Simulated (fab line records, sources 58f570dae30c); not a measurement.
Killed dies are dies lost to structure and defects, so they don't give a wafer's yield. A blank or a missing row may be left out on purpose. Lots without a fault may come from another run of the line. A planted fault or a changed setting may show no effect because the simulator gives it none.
A struck lot beside a sound one | flow berkeley_cmos170 | 18 steps out of a route of 331
Sound: wafers L861.2, L861.3, L861.5. Struck: wafers L862.1, L862.2, L862.4. The cause comes at the end.
At each step with rows: each side's tool, then ch and its chambers, then its first start. Under that, the readings that differ: sound wafers | struck wafers | difference of the means | sigmas: that difference in standard deviations of wafers without a fault.
alike: readings whose means differ by less than 2 such deviations, and words and numbers that are the same on both sides. not compared: withheld readings, readings that some wafer has no value for, bounds like >300 that may hide the same value, and numbers for which the record gives no deviation and whose values overlap.
The two part at a step that has a row with sigmas, a row that says differs or no value, or rows on one side only. Numbers that don't overlap but have no deviation are shown without sigmas and don't part them. A reading that every wafer of one side lacks parts them only if that side has two wafers or more.

first, 2 steps without rows for these wafers: UCB170_GATE_PEB_10; UCB170_GATE_DEVELOP_11 (develop time 45 s).
UCB170_GATE_CD_MEAS_12: target cd 350 nm.
  sound on cd_sem-02, day 10 04:51; struck on cd_sem-01, day 10 04:56
  alike: cd_nm
UCB170_GATE_OVL_MEAS_13:
  sound on overlay-02, day 10 04:58; struck on overlay-01, day 10 05:03
  alike: GATE_OVL
UCB170_GATE_ETCH_14: etches BARC in N2/H2.
  sound on rie_diel-03 ch 0,1, day 10 04:59; struck on rie_diel-01 ch 1,2,3, day 10 05:05
  alike: drypump_motor_current_A, oes_product_au, throttle_valve_pct
UCB170_GATE_ETCH_15: etches poly-Si in HBr/Cl2, stops on SiO2, time 56.3 s, target depth 278.2 nm.
  sound on rie_si-02 ch 0,1, day 10 05:02; struck on rie_si-01 ch 0,1,2, day 10 05:08
  alike: drypump_motor_current_A, oes_product_au, throttle_valve_pct
  not compared: rf_hours_counter_h
UCB170_GATE_STRIP_16: strips in O2.
  sound on plasma_asher-01 ch 1, day 10 05:05; struck on plasma_asher-04 ch 0,1, day 10 05:11
  reading                     | sound       | struck      | difference | sigmas
  drypump_motor_current_A (A) | 5.9 5.9 5.9 | 4.7 5.5 4.7 | -0.9       | -2
  alike: oes_product_au
  not compared: rf_hours_counter_h
UCB170_GATE_CD_MEAS_90: target cd 350 nm.
  sound on cd_sem-01, day 10 05:19; struck on cd_sem-01, day 10 05:32
  alike: cd_nm
then, 4 steps without rows for these wafers: UCB170_GATE_CLEAN_17 (cleans in SPM, time 600 s); UCB170_PLDD_HMDS_00 (prime time 60 s); UCB170_PLDD_COAT_01 (resist thk 900 nm); UCB170_PLDD_SOFTBAKE_02 (time 60 s).
UCB170_PLDD_EXPOSE_03: exposes mask PSELECT, target cd 1200 nm.
  sound on krf_scanner-01 ch 0, day 10 06:32; struck on krf_scanner-02 ch 0, day 10 06:46
  reading              | sound                | struck               | difference | sigmas
  exposure_dose_mJ_cm2 | 29.972 30.003 30.029 | 32.149 32.118 32.109 | +2.124     | +76
  alike: mask
then, 2 steps without rows for these wafers: UCB170_PLDD_PEB_04; UCB170_PLDD_DEVELOP_05 (develop time 45 s).
UCB170_PLDD_CD_MEAS_06: target cd 1200 nm.
  sound on cd_sem-01, day 10 07:16; struck on cd_sem-01, day 10 07:22
  reading    | sound                | struck               | difference | sigmas
  cd_nm (nm) | 1199.0 1199.0 1198.5 | 1214.8 1213.9 1214.4 | +15.5      | +12
UCB170_PLDD_OVL_MEAS_07:
  sound on overlay-02, day 10 07:22; struck on overlay-01, day 10 07:29
  alike: PLDD_OVL
UCB170_M3_PROBE_99:
  the record has rows for the struck wafers here (prober-01, day 11 21:09) and none for the sound ones

WHERE THEY PART
First at UCB170_GATE_STRIP_16; last, within this record, at UCB170_M3_PROBE_99.

WHY: what the simulator had put in
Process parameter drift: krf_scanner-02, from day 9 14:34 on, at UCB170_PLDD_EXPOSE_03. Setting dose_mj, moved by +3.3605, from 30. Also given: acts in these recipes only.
